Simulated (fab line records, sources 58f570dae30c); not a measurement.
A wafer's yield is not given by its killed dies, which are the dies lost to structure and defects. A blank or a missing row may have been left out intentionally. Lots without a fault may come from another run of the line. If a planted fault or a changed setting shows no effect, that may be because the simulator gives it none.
The tool behind it: which one? || flow berkeleyCmos170 || 13 lots, 39 wafers sampled, at 5 steps of a route of 331

== WHAT THE GAUGES SHOWED, per wafer ==
UCB170_FIELD_THK_MEAS_02. Usual: FIELD_OXIDE_THK 555 nm, standard deviation 9.8.
{"lot": "L659", "measured": "day 5 13:46", "on": "filmMetro-01", "FIELD_OXIDE_THK (nm)": "559 564 557", "flag": ""}
{"lot": "L657", "measured": "day 5 13:51", "on": "filmMetro-01", "FIELD_OXIDE_THK (nm)": "541 540 543", "flag": ""}
{"lot": "L662", "measured": "day 5 13:54", "on": "filmMetro-01", "FIELD_OXIDE_THK (nm)": "546 549 546", "flag": ""}
{"lot": "L660", "measured": "day 5 13:47", "on": "filmMetro-03", "FIELD_OXIDE_THK (nm)": "555 537 536", "flag": ""}
{"lot": "L661", "measured": "day 5 13:51", "on": "filmMetro-03", "FIELD_OXIDE_THK (nm)": "539 547 550", "flag": ""}
{"lot": "L663", "measured": "day 6 09:00", "on": "filmMetro-04", "FIELD_OXIDE_THK (nm)": "556 577 572", "flag": ""}
{"lot": "L665", "measured": "day 7 00:44", "on": "filmMetro-01", "FIELD_OXIDE_THK (nm)": "555 553 558", "flag": ""}
{"lot": "L664", "measured": "day 7 00:46", "on": "filmMetro-04", "FIELD_OXIDE_THK (nm)": "558 559 564", "flag": ""}
{"lot": "L671", "measured": "day 8 03:28", "on": "filmMetro-03", "FIELD_OXIDE_THK (nm)": "561 563 560", "flag": ""}
{"lot": "L674", "measured": "day 8 22:33", "on": "filmMetro-03", "FIELD_OXIDE_THK (nm)": "564 559 557", "flag": ""}
{"lot": "L676", "measured": "day 9 09:40", "on": "filmMetro-04", "FIELD_OXIDE_THK (nm)": "565 558 554", "flag": ""}
{"lot": "L677", "measured": "day 9 09:40", "on": "filmMetro-03", "FIELD_OXIDE_THK (nm)": "561 561 565", "flag": ""}
{"lot": "L679", "measured": "day 10 01:31", "on": "filmMetro-04", "FIELD_OXIDE_THK (nm)": "564 563 567", "flag": ""}

UCB170_CONTACT_CD_MEAS_15 targets a cd of 700 nm. Usual: 700.2 nm for cdNm, sd 1.4.
{"lot": "L659", "measured": "day 8 17:19", "on": "cdSem-02", "cdNm (nm)": "701.2 699.6 700.2", "flag": ""}
{"lot": "L657", "measured": "day 8 13:01", "on": "cdSem-01", "cdNm (nm)": "699.5 699.7 700.3", "flag": ""}
{"lot": "L662", "measured": "day 8 12:53", "on": "cdSem-02", "cdNm (nm)": "699.4 700.3 701.6", "flag": ""}
{"lot": "L660", "measured": "day 8 12:22", "on": "cdSem-02", "cdNm (nm)": "698.6 697.5 697.9", "flag": ""}
{"lot": "L661", "measured": "day 8 12:37", "on": "cdSem-02", "cdNm (nm)": "697.8 698.5 697.3", "flag": ""}
{"lot": "L663", "measured": "day 9 06:09", "on": "cdSem-01", "cdNm (nm)": "703.4 702.8 703.6", "flag": ""}
{"lot": "L665", "measured": "day 9 17:40", "on": "cdSem-02", "cdNm (nm)": "699.9 699.4 699.1", "flag": ""}
{"lot": "L664", "measured": "day 9 16:25", "on": "cdSem-02", "cdNm (nm)": "699.5 700.5 699.7", "flag": ""}
{"lot": "L671", "measured": "day 10 23:26", "on": "cdSem-01", "cdNm (nm)": "697.4 699.4 698.4", "flag": ""}
{"lot": "L674", "measured": "day 12 01:14", "on": "cdSem-02", "cdNm (nm)": "699.7 700.3 701.0", "flag": ""}
{"lot": "L676", "measured": "day 12 07:37", "on": "cdSem-01", "cdNm (nm)": "700.5 699.6 700.8", "flag": ""}
{"lot": "L677", "measured": "day 12 08:40", "on": "cdSem-02", "cdNm (nm)": "700.7 699.1 699.8", "flag": ""}
{"lot": "L679", "measured": "day 12 22:31", "on": "cdSem-02", "cdNm (nm)": "702.9 700.8 700.0", "flag": ""}

UCB170_M1_CD_MEAS_09 targets a cd of 700 nm. Usual: 699.7 nm for cdNm, sd 1.3.
{"lot": "L659", "measured": "day 8 19:07", "on": "cdSem-02", "cdNm (nm)": "699.8 700.7 698.7", "flag": ""}
{"lot": "L657", "measured": "day 8 15:44", "on": "cdSem-01", "cdNm (nm)": "699.9 698.8 699.8", "flag": ""}
{"lot": "L662", "measured": "day 8 15:22", "on": "cdSem-01", "cdNm (nm)": "700.7 702.6 702.0", "flag": ""}
{"lot": "L660", "measured": "day 8 14:43", "on": "cdSem-01", "cdNm (nm)": "697.8 698.1 698.3", "flag": ""}
{"lot": "L661", "measured": "day 8 15:06", "on": "cdSem-01", "cdNm (nm)": "698.0 697.0 698.1", "flag": ""}
{"lot": "L663", "measured": "day 9 10:14", "on": "cdSem-01", "cdNm (nm)": "699.6 698.6 699.0", "flag": ""}
{"lot": "L665", "measured": "day 9 19:33", "on": "cdSem-01", "cdNm (nm)": "698.5 699.0 699.9", "flag": ""}
{"lot": "L664", "measured": "day 9 18:26", "on": "cdSem-02", "cdNm (nm)": "699.5 698.6 699.6", "flag": ""}
{"lot": "L671", "measured": "day 11 01:35", "on": "cdSem-02", "cdNm (nm)": "698.9 686.4 696.2", "flag": "OFF"}
{"lot": "L674", "measured": "day 12 04:19", "on": "cdSem-02", "cdNm (nm)": "700.2 701.5 702.5", "flag": ""}
{"lot": "L676", "measured": "day 12 09:32", "on": "cdSem-02", "cdNm (nm)": "697.8 699.1 697.3", "flag": ""}
{"lot": "L677", "measured": "day 12 10:37", "on": "cdSem-01", "cdNm (nm)": "700.2 698.5 700.0", "flag": ""}
{"lot": "L679", "measured": "day 13 00:28", "on": "cdSem-01", "cdNm (nm)": "698.9 700.0 699.3", "flag": ""}

== EACH LOT AND THE TOOL THAT RAN IT (in order: tool; ch and the chambers of the sampled wafers; start) ==
{"lot": "L659", "UCB170_PFIELD_STRIP_08": "plasmaAsher-04 ch 0,1, day 5 06:01", "UCB170_M1_EXPOSE_06": "krfScanner-02 ch 0, day 8 18:44"}
{"lot": "L657", "UCB170_PFIELD_STRIP_08": "plasmaAsher-01 ch 0,1, day 5 06:19", "UCB170_M1_EXPOSE_06": "krfScanner-02 ch 0, day 8 14:58"}
{"lot": "L662", "UCB170_PFIELD_STRIP_08": "plasmaAsher-02 ch 0,1, day 5 10:26", "UCB170_M1_EXPOSE_06": "krfScanner-01 ch 0, day 8 14:43"}
{"lot": "L660", "UCB170_PFIELD_STRIP_08": "plasmaAsher-01 ch 0,1, day 5 10:28", "UCB170_M1_EXPOSE_06": "krfScanner-01 ch 0, day 8 13:59"}
{"lot": "L661", "UCB170_PFIELD_STRIP_08": "plasmaAsher-04 ch 0,1, day 5 10:32", "UCB170_M1_EXPOSE_06": "krfScanner-02 ch 0, day 8 14:27"}
{"lot": "L663", "UCB170_PFIELD_STRIP_08": "plasmaAsher-01 ch 0,1, day 6 01:23", "UCB170_M1_EXPOSE_06": "krfScanner-02 ch 0, day 9 09:47"}
{"lot": "L665", "UCB170_PFIELD_STRIP_08": "plasmaAsher-04 ch 0,1, day 6 15:43", "UCB170_M1_EXPOSE_06": "krfScanner-02 ch 0, day 9 19:10"}
{"lot": "L664", "UCB170_PFIELD_STRIP_08": "plasmaAsher-04 ch 0,1, day 6 16:01", "UCB170_M1_EXPOSE_06": "krfScanner-01 ch 0, day 9 18:02"}
{"lot": "L671", "UCB170_PFIELD_STRIP_08": "plasmaAsher-04 ch 0,1, day 7 19:08", "UCB170_M1_EXPOSE_06": "krfScanner-02 ch 0, day 11 01:10"}
{"lot": "L674", "UCB170_PFIELD_STRIP_08": "plasmaAsher-04 ch 0,1, day 8 16:47", "UCB170_M1_EXPOSE_06": "krfScanner-01 ch 0, day 12 03:16"}
{"lot": "L676", "UCB170_PFIELD_STRIP_08": "plasmaAsher-02 ch 0,1, day 9 00:04", "UCB170_M1_EXPOSE_06": "krfScanner-01 ch 0, day 12 09:09"}
{"lot": "L677", "UCB170_PFIELD_STRIP_08": "plasmaAsher-01 ch 0,1, day 9 00:16", "UCB170_M1_EXPOSE_06": "krfScanner-01 ch 0, day 12 10:12"}
{"lot": "L679", "UCB170_PFIELD_STRIP_08": "plasmaAsher-04 ch 0,1, day 9 17:51", "UCB170_M1_EXPOSE_06": "krfScanner-01 ch 0, day 13 00:04"}
- UCB170_PFIELD_STRIP_08: strips in O2.
- UCB170_M1_EXPOSE_06: exposes mask METAL1, target cd 700 nm.

== WHAT THE TOOLS THEMSELVES READ (means of the sampled wafers that have a number; where no wafer has one, the mark that the record gives instead) ==
UCB170_PFIELD_STRIP_08. Usual: drypumpMotorCurrentA 5.9 A, standard deviation 0.33; oesProductAu 0.734 a.u., standard deviation 0.0045; stripTimeToEndpointS 21.67 s, standard deviation 0.06.
{"lot": "L659", "tool": "plasmaAsher-04", "drypumpMotorCurrentA (A)": 5.8, "oesProductAu (a.u.)": 0.733, "stripTimeToEndpointS (s)": 21.68, "flag": ""}
{"lot": "L657", "tool": "plasmaAsher-01", "drypumpMotorCurrentA (A)": 5.5, "oesProductAu (a.u.)": 0.731, "stripTimeToEndpointS (s)": 21.65, "flag": ""}
{"lot": "L662", "tool": "plasmaAsher-02", "drypumpMotorCurrentA (A)": 6.1, "oesProductAu (a.u.)": 0.733, "stripTimeToEndpointS (s)": 21.64, "flag": ""}
{"lot": "L660", "tool": "plasmaAsher-01", "drypumpMotorCurrentA (A)": 5.8, "oesProductAu (a.u.)": 0.734, "stripTimeToEndpointS (s)": 21.75, "flag": ""}
{"lot": "L661", "tool": "plasmaAsher-04", "drypumpMotorCurrentA (A)": 5.8, "oesProductAu (a.u.)": 0.738, "stripTimeToEndpointS (s)": 21.67, "flag": ""}
{"lot": "L663", "tool": "plasmaAsher-01", "drypumpMotorCurrentA (A)": 5.5, "oesProductAu (a.u.)": 0.736, "stripTimeToEndpointS (s)": 21.73, "flag": ""}
{"lot": "L665", "tool": "plasmaAsher-04", "drypumpMotorCurrentA (A)": 5.9, "oesProductAu (a.u.)": 0.735, "stripTimeToEndpointS (s)": 21.65, "flag": ""}
{"lot": "L664", "tool": "plasmaAsher-04", "drypumpMotorCurrentA (A)": 5.8, "oesProductAu (a.u.)": 0.737, "stripTimeToEndpointS (s)": 21.67, "flag": ""}
{"lot": "L671", "tool": "plasmaAsher-04", "drypumpMotorCurrentA (A)": 5.7, "oesProductAu (a.u.)": 0.735, "stripTimeToEndpointS (s)": 21.64, "flag": ""}
{"lot": "L674", "tool": "plasmaAsher-04", "drypumpMotorCurrentA (A)": 5.9, "oesProductAu (a.u.)": 0.733, "stripTimeToEndpointS (s)": 21.71, "flag": ""}
{"lot": "L676", "tool": "plasmaAsher-02", "drypumpMotorCurrentA (A)": 5.9, "oesProductAu (a.u.)": 0.735, "stripTimeToEndpointS (s)": 21.67, "flag": ""}
{"lot": "L677", "tool": "plasmaAsher-01", "drypumpMotorCurrentA (A)": 5.8, "oesProductAu (a.u.)": 0.730, "stripTimeToEndpointS (s)": 21.74, "flag": ""}
{"lot": "L679", "tool": "plasmaAsher-04", "drypumpMotorCurrentA (A)": 5.8, "oesProductAu (a.u.)": 0.731, "stripTimeToEndpointS (s)": 21.67, "flag": ""}

UCB170_M1_EXPOSE_06. Usual: 20.379 for exposureDoseMJCm2, sd 0.02.
{"lot": "L659", "tool": "krfScanner-02", "exposureDoseMJCm2": 20.376, "flag": ""}
{"lot": "L657", "tool": "krfScanner-02", "exposureDoseMJCm2": 20.383, "flag": ""}
{"lot": "L662", "tool": "krfScanner-01", "exposureDoseMJCm2": 20.369, "flag": ""}
{"lot": "L660", "tool": "krfScanner-01", "exposureDoseMJCm2": 20.355, "flag": ""}
{"lot": "L661", "tool": "krfScanner-02", "exposureDoseMJCm2": 20.375, "flag": ""}
{"lot": "L663", "tool": "krfScanner-02", "exposureDoseMJCm2": 20.384, "flag": ""}
{"lot": "L665", "tool": "krfScanner-02", "exposureDoseMJCm2": 20.358, "flag": ""}
{"lot": "L664", "tool": "krfScanner-01", "exposureDoseMJCm2": 20.370, "flag": ""}
{"lot": "L671", "tool": "krfScanner-02", "exposureDoseMJCm2": 20.093, "flag": "OFF"}
{"lot": "L674", "tool": "krfScanner-01", "exposureDoseMJCm2": 20.382, "flag": ""}
{"lot": "L676", "tool": "krfScanner-01", "exposureDoseMJCm2": 20.383, "flag": ""}
{"lot": "L677", "tool": "krfScanner-01", "exposureDoseMJCm2": 20.381, "flag": ""}
{"lot": "L679", "tool": "krfScanner-01", "exposureDoseMJCm2": 20.370, "flag": ""}

== THE ANSWER, worked out from the rows above alone ==
Rule: take the mean of a lot's wafers that have a number; if it is more than 3 standard deviations from the usual mean, the lot is off. A lot without any number at a reading at which 4 lots or more have one is off too. Any other lot the step has rows for is counted as sound. Order of review: gauges by route order, followed by the tools' own readings, for which a lot's mean as printed above is used. The first step at which some lot is off is used, and at that step the reading that is off furthest; a lot without a number counts as furthest.
Off at UCB170_M1_CD_MEAS_09 (cdNm): L671.
If a tool, at a process step before that reading, ran all the lots that are off and no sound lot after the first of them, it fits. Not tried: the gauges at UCB170_M1_CD_MEAS_09; whatever is off there is also off at UCB170_M1_EXPOSE_06, on other tools, and gauge error can't account for it. One fits: krfScanner-02 at UCB170_M1_EXPOSE_06. A fault onset in the window from L665 (day 9 19:10, its last sound lot) to L671 (day 11 01:10, its first lot off) fits.
On the lots that are off, the tool's own readings at UCB170_M1_EXPOSE_06 differ by more than 5 times the standard deviation of the sound lots' means, which bears it out; exposureDoseMJCm2 reads 20.093 there versus 20.374 on the sound lots.

== WHAT HAD BEEN PUT IN BY THE SIMULATOR ==
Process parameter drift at UCB170_M1_EXPOSE_06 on krfScanner-02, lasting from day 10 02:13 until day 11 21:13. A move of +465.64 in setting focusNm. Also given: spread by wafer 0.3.
Shown lots that were struck: L671. The rule above found the same.
